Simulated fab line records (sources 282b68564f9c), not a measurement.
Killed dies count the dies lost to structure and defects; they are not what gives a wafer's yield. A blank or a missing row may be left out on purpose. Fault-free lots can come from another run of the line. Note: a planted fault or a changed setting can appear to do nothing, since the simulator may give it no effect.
fab line records | flow rit-cmos
record lots=6 | wafers=18 | last-day=7
route steps=202 shown ACTIVE@8 FOX1@20 M1@202
lots that met no fault: taken from a fault-free run of the same line
start-h: start of the lot's first displayed wafer, in hours after the record's first day | wait-h: how many hours have passed since the lot's step before this one | " unchanged from the row above | L1.1+2: a row that stands for several wafers | - either no value or no given start | * or withheld: withheld | < > ~ a bound
route shown NAME@n: NAME is a module with steps in the file, n the number in the route of the first one | usual: mean/standard deviation of fault-free wafers | same: alike in all rows | chamber/n: place in a boat | sites: per-site readings | _std_site: the standard deviation of these | _edge_site: outer sites' mean less inner sites' | radius-mm: for every site, how far away it sits from the centre of the wafer | mask NAME#n: copy n | behind: the last tool/chamber to shape the wafer | hold: the reason the lot was held/the length of the hold in hours/how it ended | device: names the non-switching transistor (n, p or np) | end of line: the same wafers' tests at the end of the route | a step with no rows: only its recipe | killed: dies lost to structure and defects at the first sort, not the wafer's yield | map: shows each die of a wafer: x if killed, . if not, _ if none is there
set.NAME: the setting that was run; set.NAME@STEP: the one run at that earlier step | model.NAME: the simulator's own value behind a step, which no gauge read
a table for each step, a row for each wafer; lots at some steps of the route
services: when a tool's chamber went out of use (start-h, in hours from the record's first day, below 0 if earlier), for how many hours, and the reason
## steps
# step RIT_ACTIVE_SOFTBAKE_07
# recipe resist=NOVOLAK | temp-c=90 | time-s=60
# step RIT_ACTIVE_EXPOSE_08
# recipe mask-id=M1 | na=0.6 | source-shape=conventional | sigma-outer=0.6 | target-cd-nm=1400 | dose-mj=229.5
# step RIT_ACTIVE_PEB_09
# recipe resist=NOVOLAK | temp-c=withheld | time-s=withheld
# step RIT_ACTIVE_DEVELOP_10
# recipe resist=NOVOLAK | develop-time-s=52.49 | dev-temp-c=23
# step RIT_ACTIVE_CD_MEAS_11
# recipe target-cd-nm=1400
# usual cd-nm=1399.6/2.2
lot.wafer | tool      | chamber | start-h | wait-h | cd-nm
L987.1    | cd-sem-01 | -       | 30.15   | -      | 1402.0
L987.2    | "         | -       | "       | "      | 1401.0
L987.6    | "         | -       | "       | "      | 1399.9
L989.3    | cd-sem-02 | -       | 40.89   | -      | 1400.9
L989.4    | "         | -       | "       | "      | 1401.4
L989.6    | "         | -       | "       | "      | 1399.9
L998.1    | cd-sem-02 | -       | 85.40   | -      | 1400.6
L998.2    | "         | -       | "       | "      | 1400.3
L998.4    | "         | -       | "       | "      | 1402.1
L103.2    | cd-sem-01 | -       | 109.66  | -      | 1403.7
L103.3    | "         | -       | "       | "      | 1402.7
L103.5    | "         | -       | "       | "      | 1405.0
L104.2    | cd-sem-01 | -       | 114.58  | -      | 1398.3
L104.3    | "         | -       | "       | "      | 1399.6
L104.4    | "         | -       | "       | "      | 1400.9
L106.1    | cd-sem-01 | -       | 125.38  | -      | 1398.4
L106.3    | "         | -       | "       | "      | 1399.0
L106.6    | "         | -       | "       | "      | 1400.4
# step RIT_ACTIVE_HARDBAKE_12
# recipe resist=NOVOLAK | temp-c=140 | time-s=60
# step RIT_ACTIVE_ETCH_13
# recipe stop-on=SiO2 | chemistry=SF6 | target=Si3N4 | time-s=210 | over-etch-frac=0.4 | SF6_flow_sccm=200 | pressure-mtorr=260 | rf-w=125 | target-depth-a=2100
# usual chamber-pressure-mTorr=260.02/0.28 | drypump-motor-current-A=5.7/0.48 | oes-product-au=0.824/0.014 | throttle-valve-pct=7.52/0.13
# same time-s=210
lot.wafer | tool        | chamber | start-h | wait-h | chamber-pressure-mTorr | drypump-motor-current-A | oes-product-au | rf-hours-counter-h | throttle-valve-pct
L987.1    | rie-diel-04 | 0       | 30.42   | 0.1    | 260.08                 | 5.9                     | 0.826          | 123                | 7.59
L987.2    | "           | 1       | "       | "      | 259.97                 | 5.6                     | 0.827          | 3                  | 7.54
L987.6    | "           | 1       | "       | "      | 260.18                 | 5.6                     | 0.830          | -                  | 7.54
L989.3    | rie-diel-03 | 1       | 41.14   | 0.1    | 259.92                 | 4.6                     | 0.793          | 152                | 7.30
L989.4    | "           | 2       | "       | "      | 260.19                 | 6.1                     | 0.823          | 162                | 7.58
L989.6    | "           | 2       | "       | "      | 260.11                 | 6.1                     | 0.817          | -                  | 7.57
L998.1    | rie-diel-02 | 3       | 85.67   | 0.1    | 260.32                 | 5.3                     | 0.846          | 132                | 7.63
L998.2    | "           | 0       | "       | "      | 260.53                 | 6.3                     | 0.837          | 4                  | 7.74
L998.4    | "           | 2       | "       | "      | 260.11                 | 6.2                     | 0.835          | 14                 | 7.52
L103.2    | rie-diel-02 | 2       | 109.91  | 0.1    | 260.29                 | 6.2                     | 0.835          | 14                 | 7.53
L103.3    | "           | 3       | "       | "      | 260.44                 | 5.4                     | 0.839          | 133                | 7.64
L103.5    | "           | 1       | "       | "      | 259.90                 | 5.2                     | 0.803          | -                  | 7.39
L104.2    | rie-diel-04 | 0       | 114.83  | 0.1    | 260.21                 | 5.9                     | 0.835          | 125                | 7.59
L104.3    | "           | 2       | "       | "      | 259.63                 | 5.5                     | 0.808          | 2                  | 7.55
L104.4    | "           | 3       | "       | "      | 260.19                 | 6.5                     | 0.844          | 19                 | 7.63
L106.1    | rie-diel-03 | 0       | 125.65  | 0.1    | 260.13                 | 5.7                     | 0.823          | 122                | 7.32
L106.3    | "           | 3       | "       | "      | 259.99                 | 6.0                     | 0.829          | 112                | 7.42
L106.6    | "           | 3       | "       | "      | 259.70                 | 6.0                     | 0.828          | -                  | 7.43
# step RIT_ACTIVE_STRIP_14
# recipe chemistry=O2 | time-s=180 | resist=NOVOLAK | platen-temp-c=withheld | power-w=500 | pressure-mtorr=4000 | o2-flow-sccm=4000
# usual chamber-pressure-mTorr=4000/3.2 | drypump-motor-current-A=5.6/0.39 | rf-refl-power-W=6.3/1.2
# same time-s=180
lot.wafer | tool            | chamber | start-h | wait-h | chamber-pressure-mTorr | drypump-motor-current-A | rf-hours-counter-h | rf-refl-power-W
L987.1    | plasma-asher-03 | 1       | 30.55   | 0.1    | 3999                   | 5.9                     | 42                 | 4.9
L987.2    | "               | 0       | "       | "      | 4002                   | 4.9                     | 42                 | 8.5
L987.6    | "               | 1       | "       | "      | 3999                   | 5.9                     | -                  | 5.1
L989.3    | plasma-asher-03 | 0       | 41.33   | 0.1    | 3995                   | 5.0                     | -                  | 7.9
L989.4    | "               | 1       | "       | "      | 4000                   | 5.9                     | -                  | 5.1
L989.6    | "               | 1       | "       | "      | 3999                   | 5.9                     | -                  | 5.0
L998.1    | plasma-asher-03 | 1       | 85.80   | 0.1    | 4004                   | 5.9                     | 46                 | 4.8
L998.2    | "               | 0       | "       | "      | 3997                   | 5.0                     | 46                 | 8.0
L998.4    | "               | 0       | "       | "      | 3999                   | 5.0                     | -                  | 8.0
L103.2    | plasma-asher-03 | 0       | 110.04  | 0.1    | 3994                   | 5.0                     | 49                 | 8.2
L103.3    | "               | 0       | "       | "      | 3996                   | 5.0                     | -                  | 8.2
L103.5    | "               | 0       | "       | "      | 3996                   | 5.0                     | -                  | 8.1
L104.2    | plasma-asher-04 | 1       | 114.97  | 0.1    | 3999                   | 5.5                     | 27                 | 6.2
L104.3    | "               | 1       | "       | "      | 4004                   | 5.5                     | -                  | 6.2
L104.4    | "               | 0       | "       | "      | 3999                   | 5.5                     | -                  | 5.0
L106.1    | plasma-asher-04 | 1       | 125.78  | 0.1    | 3998                   | 5.5                     | 29                 | 6.0
L106.3    | "               | 0       | "       | "      | 3997                   | 5.5                     | -                  | 5.0
L106.6    | "               | 1       | "       | "      | 3995                   | 5.5                     | -                  | 6.3
# step RIT_ACTIVE_CD_MEAS_90
# recipe target-cd-nm=1400
# usual cd-nm=1399.6/2.2
lot.wafer | tool      | chamber | start-h | wait-h | cd-nm
L987.1    | cd-sem-02 | -       | 30.73   | 0.1    | 1402.3
L987.2    | "         | -       | "       | "      | 1400.7
L987.6    | "         | -       | "       | "      | 1400.2
L989.3    | cd-sem-01 | -       | 41.49   | 0.1    | 1401.0
L989.4    | "         | -       | "       | "      | 1400.9
L989.6    | "         | -       | "       | "      | 1400.0
L998.1    | cd-sem-01 | -       | 85.98   | 0.1    | 1401.0
L998.2    | "         | -       | "       | "      | 1400.4
L998.4    | "         | -       | "       | "      | 1402.3
L103.2    | cd-sem-01 | -       | 110.24  | 0.1    | 1403.5
L103.3    | "         | -       | "       | "      | 1402.9
L103.5    | "         | -       | "       | "      | 1404.5
L104.2    | cd-sem-01 | -       | 115.16  | 0.1    | 1398.3
L104.3    | "         | -       | "       | "      | 1398.9
L104.4    | "         | -       | "       | "      | 1400.8
L106.1    | cd-sem-01 | -       | 125.96  | 0.1    | 1398.2
L106.3    | "         | -       | "       | "      | 1398.7
L106.6    | "         | -       | "       | "      | 1400.1
# step RIT_ACTIVE_CLEAN_15
# recipe chemistry=SC1 | mix=3:3:50 | time-s=600 | temp-c=75
# step RIT_ACTIVE_CLEAN_16
# recipe chemistry=dHF | dilution=50:1 | time-s=30
# step RIT_ACTIVE_CLEAN_17
# recipe chemistry=SC2 | mix=3:3:50 | time-s=600 | temp-c=75 | dry=n2-spin
# step RIT_FOX1_OXIDATION_00
# recipe temp-c=1100 | ambient=H2O | target-thk-a=3507 | p-h2o-torr=720 | ox-time-s=1130
# usual zone-power-centre-pct=51.5/2.9
lot.wafer | tool       | chamber | start-h | wait-h | zone-power-centre-pct | model.SiO2_of_FOX1_OXIDATION_00.thk-nm
L987.1    | furnace-04 | 0       | 32.85   | 1.6    | 52.2                  | 359.5
L987.2    | "          | 0       | "       | "      | 52.9                  | 359.3
L987.6    | "          | 0       | "       | "      | 51.7                  | 354.8
L989.3    | furnace-01 | 0       | 43.13   | 1.2    | 55.1                  | 352.6
L989.4    | "          | 0       | "       | "      | 55.4                  | 353.9
L989.6    | "          | 0       | "       | "      | 55.3                  | 350.4
L998.1    | furnace-03 | 0       | 87.40   | 0.9    | 48.7                  | 347.5
L998.2    | "          | 0       | "       | "      | 48.4                  | 348.2
L998.4    | "          | 0       | "       | "      | 48.1                  | 345.6
L103.2    | furnace-03 | 0       | 112.05  | 1.3    | 47.7                  | 297
L103.3    | "          | 0       | "       | "      | 48.8                  | 292.5
L103.5    | "          | 0       | "       | "      | 47.9                  | 290.1
L104.2    | furnace-04 | 0       | 117.25  | 1.6    | 52.2                  | 361.8
L104.3    | "          | 0       | "       | "      | 52.0                  | 365
L104.4    | "          | 0       | "       | "      | 51.9                  | 367.6
L106.1    | furnace-03 | 0       | 126.48  | 0.0    | 47.9                  | 303
L106.3    | "          | 0       | "       | "      | 48.0                  | 299.4
L106.6    | "          | 0       | "       | "      | 47.6                  | 305.2
# step RIT_FOX1_THK_MEAS_01
# recipe reads=SiO2_of_FOX1_OXIDATION_00
# usual FOX1_OXIDE_THK=353/8.4
lot.wafer | tool          | chamber | start-h | wait-h | FOX1_OXIDE_THK[nm]
L987.1    | film-metro-01 | -       | 34.16   | 0.0    | 360
L987.2    | "             | -       | "       | "      | 359
L987.6    | "             | -       | "       | "      | 355
L989.3    | film-metro-03 | -       | 44.46   | 0.0    | 352
L989.4    | "             | -       | "       | "      | 354
L989.6    | "             | -       | "       | "      | 350
L998.1    | film-metro-03 | -       | 88.71   | 0.0    | 347
L998.2    | "             | -       | "       | "      | 348
L998.4    | "             | -       | "       | "      | 346
L103.2    | film-metro-02 | -       | 113.38  | 0.0    | 297
L103.3    | "             | -       | "       | "      | 292
L103.5    | "             | -       | "       | "      | 290
L104.2    | film-metro-01 | -       | 118.58  | 0.0    | 362
L104.3    | "             | -       | "       | "      | 365
L104.4    | "             | -       | "       | "      | 368
L106.1    | film-metro-02 | -       | 127.79  | 0.0    | 303
L106.3    | "             | -       | "       | "      | 299
L106.6    | "             | -       | "       | "      | 305
# step RIT_FOX1_WET_ETCH_02
# recipe chemistry=BOE | target-depth-nm=350 | time-s=390 | temp-c=21.5 | dry=n2-spin | dilution=10:1 | target=SiO2
# step RIT_M1_PROBE_99
# usual killed-at-contacts=0.0/0.2 | killed-at-front-end=6.6/2.9 | killed-dies=6.6/3 | killed-open=3.4/2 | killed-short=3.2/2
# same gross-dies=264 | killed_at_M0_to_M3=0 | killed_at_M4_up=0 | killed-at-back-side=0 | killed-at-other=0
lot.wafer | tool      | chamber | start-h | wait-h | killed-at-contacts | killed-at-front-end | killed-dies | killed-open | killed-short | model.etest.pplus-sal.width-nm | model.etest.nplus-sal.width-nm | model.etest.pldd.width-nm | model.etest.nldd.width-nm
L987.1    | prober-01 | -       | 76.55   | 0.1    | 0                  | 11                  | 11          | 6           | 5            | 3452                           | 3464                           | 3162                      | 3163
L987.2    | prober-01 | -       | 76.60   | 0.1    | 0                  | 2                   | 2           | 2           | 0            | 3475                           | 3460                           | 3196                      | 3174
L987.6    | prober-01 | -       | 76.80   | 0.2    | 0                  | 5                   | 5           | 2           | 3            | 3437                           | 3437                           | 3181                      | 3173
L989.3    | prober-01 | -       | 89.39   | 0.2    | 0                  | 7                   | 7           | 4           | 3            | 3428                           | 3419                           | 3172                      | 3167
L989.4    | prober-01 | -       | 89.44   | 0.2    | 0                  | 5                   | 5           | 5           | 0            | 3483                           | 3445                           | 3183                      | 3171
L989.6    | prober-01 | -       | 89.54   | 0.2    | 1                  | 14                  | 15          | 10          | 5            | 3419                           | 3426                           | 3182                      | 3180
L998.1    | prober-02 | -       | 130.19  | 0.1    | 0                  | 3                   | 3           | 1           | 2            | 3420                           | 3457                           | 3199                      | 3190
L998.2    | prober-02 | -       | 130.24  | 0.1    | 0                  | 8                   | 8           | 2           | 6            | 3436                           | 3429                           | 3195                      | 3199
L998.4    | prober-02 | -       | 130.34  | 0.2    | 0                  | 1                   | 1           | 0           | 1            | 3449                           | 3478                           | 3223                      | 3212
L103.2    | prober-01 | -       | 157.51  | 0.1    | 0                  | 8                   | 8           | 5           | 3            | 3503                           | 3502                           | 3218                      | 3217
L103.3    | prober-01 | -       | 157.56  | 0.2    | 0                  | 5                   | 5           | 2           | 3            | 3504                           | 3510                           | 3223                      | 3250
L103.5    | prober-01 | -       | 157.66  | 0.2    | 0                  | 5                   | 5           | 2           | 3            | 3530                           | 3519                           | 3231                      | 3229
L104.2    | prober-02 | -       | 163.04  | 0.1    | 0                  | 6                   | 6           | 4           | 2            | 3428                           | 3443                           | 3190                      | 3174
L104.3    | prober-02 | -       | 163.09  | 0.2    | 0                  | 8                   | 8           | 5           | 3            | 3412                           | 3431                           | 3142                      | 3178
L104.4    | prober-02 | -       | 163.14  | 0.2    | 0                  | 4                   | 4           | 1           | 3            | 3461                           | 3452                           | 3162                      | 3166
L106.1    | prober-02 | -       | 169.31  | 0.1    | 0                  | 6                   | 6           | 1           | 5            | 3491                           | 3480                           | 3227                      | 3223
L106.3    | prober-02 | -       | 169.41  | 0.2    | 0                  | 9                   | 9           | 2           | 7            | 3510                           | 3507                           | 3241                      | 3226
L106.6    | prober-02 | -       | 169.56  | 0.2    | 0                  | 8                   | 8           | 3           | 5            | 3483                           | 3480                           | 3220                      | 3217
# killed by level:class
L987.1 GATE:geometric-particle:short=3 SPACER:geometric-particle:open=3 FOX1:geometric-particle:short=1 FOX2:geometric-particle:open=1 GATE:geometric-particle:open=1 REOX:geometric-particle:open=1 SILICIDE:geometric-particle:short=1
L987.2 FOX1:geometric-particle:open=1 GATE:geometric-particle:open=1
L987.6 FOX1:geometric-particle:open=1 GATE:geometric-particle:short=1 REOX:geometric-particle:short=1 SPACER:geometric-particle:open=1 SPACER:geometric-particle:short=1
L989.3 FOX1:geometric-particle:open=1 FOX2:geometric-particle:short=1 GATE:geometric-particle:short=1 GATE:geometric-particle:open=1 REOX:geometric-particle:open=1 SPACER:geometric-particle:open=1 SILICIDE:geometric-particle:short=1
L989.4 GATE:geometric-particle:open=3 FOX1:geometric-particle:open=1 SPACER:geometric-particle:open=1
L989.6 GATE:geometric-particle:open=4 FOX1:geometric-particle:short=2 REOX:geometric-particle:open=2 SPACER:geometric-particle:open=2 SPACER:geometric-particle:short=2 FOX1:geometric-particle:open=1 REOX:geometric-particle:short=1 CONTACT:geometric-particle:open=1
L998.1 FOX1:geometric-particle:short=1 REOX:geometric-particle:open=1 REOX:geometric-particle:short=1
L998.2 GATE:geometric-particle:short=2 SPACER:geometric-particle:short=2 SILICIDE:geometric-particle:short=2 FOX1:geometric-particle:open=1 GATE:geometric-particle:open=1
L998.4 REOX:geometric-particle:short=1
L103.2 GATE:geometric-particle:short=3 SPACER:geometric-particle:open=2 FOX2:geometric-particle:open=1 GATE:geometric-particle:open=1 REOX:geometric-particle:open=1
L103.3 FOX2:geometric-particle:short=1 GATE:geometric-particle:short=1 GATE:geometric-particle:open=1 SILICIDE:geometric-particle:short=1 SILICIDE:geometric-particle:open=1
L103.5 GATE:geometric-particle:short=2 FOX2:geometric-particle:open=1 GATE:geometric-particle:open=1 SPACER:geometric-particle:short=1
L104.2 GATE:geometric-particle:short=2 GATE:geometric-particle:open=1 REOX:geometric-particle:open=1 SPACER:geometric-particle:open=1 SILICIDE:geometric-particle:open=1
L104.3 GATE:geometric-particle:open=3 REOX:geometric-particle:open=2 FOX1:geometric-particle:short=1 GATE:geometric-particle:short=1 REOX:geometric-particle:short=1
L104.4 GATE:geometric-particle:short=1 REOX:geometric-particle:short=1 SPACER:geometric-particle:open=1 SPACER:geometric-particle:short=1
L106.1 GATE:geometric-particle:short=2 FOX2:geometric-particle:short=1 GATE:geometric-particle:open=1 SPACER:geometric-particle:short=1 SILICIDE:geometric-particle:short=1
L106.3 GATE:geometric-particle:short=2 ACTIVE:geometric-particle:short=1 FOX2:geometric-particle:open=1 FOX2:geometric-particle:short=1 GATE:geometric-particle:open=1 REOX:geometric-particle:short=1 SPACER:geometric-particle:short=1 SILICIDE:geometric-particle:short=1
L106.6 GATE:geometric-particle:short=3 FOX1:geometric-particle:short=1 FOX1:geometric-particle:open=1 REOX:geometric-particle:open=1 SPACER:geometric-particle:open=1 SILICIDE:geometric-particle:short=1
## services
tool            | chamber | start-h | hours | kind
rie-diel-04     | 3       | 14.88   | 6.9   | repair
rie-diel-04     | -       | 19.45   | 2.5   | repair
furnace-03      | -       | 27.62   | 2.6   | pm
plasma-asher-04 | -       | 33.20   | 1.2   | repair
rie-diel-04     | -       | 46.44   | 2.8   | pm
furnace-04      | -       | 63.59   | 3.1   | pm
plasma-asher-03 | -       | 68.20   | 8.0   | repair
plasma-asher-04 | -       | 69.16   | 10.0  | pm
rie-diel-03     | 2       | 81.28   | -     | clean
rie-diel-03     | 2       | 81.28   | 27.5  | scheduled-down
rie-diel-03     | 2       | 81.28   | 27.5  | vent-cycle
plasma-asher-04 | -       | 95.39   | 2.0   | repair
rie-diel-03     | -       | 109.82  | 2.8   | pm
## key
first-sign step=RIT_FOX1_THK_MEAS_01 | reading=FOX1_OXIDE_THK | direction=down | sigmas=6.6 | usual=353 | struck=298
effect none on later readings
model-effect step=RIT_FOX1_OXIDATION_00 | value=SiO2_of_FOX1_OXIDATION_00.thk-nm | without=342.4 | struck=297.9
model-effect step=RIT_M1_PROBE_99 | value=etest.pplus-sal.width-nm | without=3455 | struck=3503
met-at RIT_FOX1_OXIDATION_00
struck-wafers L103.2,L103.3,L103.5,L106.1,L106.3,L106.6
tester-left-out L103,L106
onset-between 87.40 112.05
fault kind=process-parameter-drift | tool=furnace-03 | chamber=- | onset-h=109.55 | steps=RIT_FOX1_OXIDATION_00 | channel=ox-time-s | offset=* | shape=step | end-h=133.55 | acts-in=* | stated=*
# tester-left-out: of these lots the tester's yield and bins aren't shown, on N5 and GAA mostly nor the transistor test; their killed dies are dies lost to structure and defects alone, not to doping, threshold or leakage, so they don't give the yield
